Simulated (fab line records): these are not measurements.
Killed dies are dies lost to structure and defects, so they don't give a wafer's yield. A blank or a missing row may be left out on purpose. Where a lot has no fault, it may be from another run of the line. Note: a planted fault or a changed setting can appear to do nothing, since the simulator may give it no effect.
A lot that was struck, set against a sound lot + flow berkeley_cmos170 + 15 out of 331 route steps
Sound: the wafers L751.1, L751.4, L751.5. Struck: wafers L766.1, L766.3 (left out: L766.4, a lot-mate that was not struck); the cause follows at the end.
Per side, at each step with rows, come the tool, then ch with its chambers, and then its first start. Under that, the readings that differ: sound wafers + struck wafers + difference of the means + sigmas: that difference in standard deviations of wafers without a fault.
alike: a reading whose means differ by less than 2 such deviations, as well as words and numbers matching on both sides. not compared: withheld readings; readings where some wafer has no value; bounds like >300 that might hide an equal value; numbers whose values overlap and for which the record gives no deviation.
Wherever a step has rows on one side only, a row that says differs or no value, or a row with sigmas, the two part there. Numbers that don't overlap but have no deviation are shown without sigmas and don't part them. A reading missing from all wafers of one side parts the sides only when that side holds two or more wafers.

first, 1 step without rows for these wafers: UCB170_M2_SOFTBAKE_06 (time 60 s).
UCB170_M2_STRIP_07: strips in O2.
  sound on plasma_asher-04 ch 0,1, day 9 10:32; struck on plasma_asher-04 ch 0,1, day 12 09:52
  alike: drypump_motor_current_A, oes_product_au, strip_time_to_endpoint_s
  not compared: rf_hours_counter_h
then, 7 steps without rows for these wafers: UCB170_M2_STRIP_08 (strips KrF in DMSO, time 600 s); UCB170_M2_COAT_09; UCB170_M2_COAT_10 (resist thk 900 nm); UCB170_M2_SOFTBAKE_11 (time 60 s); UCB170_M2_EXPOSE_12 (exposes mask METAL2, target cd 700 nm); UCB170_M2_PEB_13; UCB170_M2_DEVELOP_14 (develop time 45 s).
UCB170_M2_CD_MEAS_15 targets a cd of 700 nm.
  sound on cd_sem-01 at day 9 11:40; struck on cd_sem-02 at day 12 11:06
  alike: cd_nm
UCB170_M2_OVL_MEAS_16:
  sound on overlay-01 at day 9 11:47; struck on overlay-01 at day 12 11:13
  alike: M2_OVL
UCB170_M2_ETCH_17: etches BARC in N2/H2.
  sound on rie_diel-01 ch 0,1,2, day 9 11:49; struck on rie_diel-01 ch 0,1, day 12 11:15
  alike: chamber_pressure_mTorr, drypump_motor_current_A, oes_product_au, throttle_valve_pct
UCB170_M2_METAL_ETCH_18: etches Al in Cl2/BCl3, stops on SiO2, target depth 1170 nm, time 195 s.
  sound on rie_metal-03 ch 0,1, day 9 11:52; struck on rie_metal-02 ch 0, day 12 11:18
| reading                             | sound                | struck      | difference | sigmas      |
|-------------------------------------|----------------------|-------------|------------|-------------|
| chamber_pressure_mTorr (mTorr)      | 12.002 11.991 12.017 | 5.994 5.989 | -6.012     | -99 or more |
| model.KrF_of_M2_COAT_10.thk_nm (nm) | 229.5 176 232.6      | 252 255.7   | +41        |             |
| model.SiO2_of_V1_CVD_00.thk_nm (nm) | 939.8 934.6 940.4    | 926.4 927.3 | -11.4      |             |
  alike: drypump_motor_current_A, mfc_cl2_sccm, oes_product_au, throttle_valve_pct
  not compared: rf_hours_counter_h
UCB170_M2_STRIP_19: strips in O2.
  sound on plasma_asher-03 ch 0,1, day 9 12:03; struck on plasma_asher-02 ch 1, day 12 11:29
  alike: drypump_motor_current_A, oes_product_au
  not compared: rf_hours_counter_h
UCB170_M3_PROBE_99:
  only the struck wafers here have rows in the record (prober-02, day 12 17:37); the sound ones have none

WHERE THEY PART
Earliest at UCB170_M2_METAL_ETCH_18; latest, in this record, at UCB170_M3_PROBE_99.

WHY: what the simulator had put in
rie_metal-02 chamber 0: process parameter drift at UCB170_M2_METAL_ETCH_18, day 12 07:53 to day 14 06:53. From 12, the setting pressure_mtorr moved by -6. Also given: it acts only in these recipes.
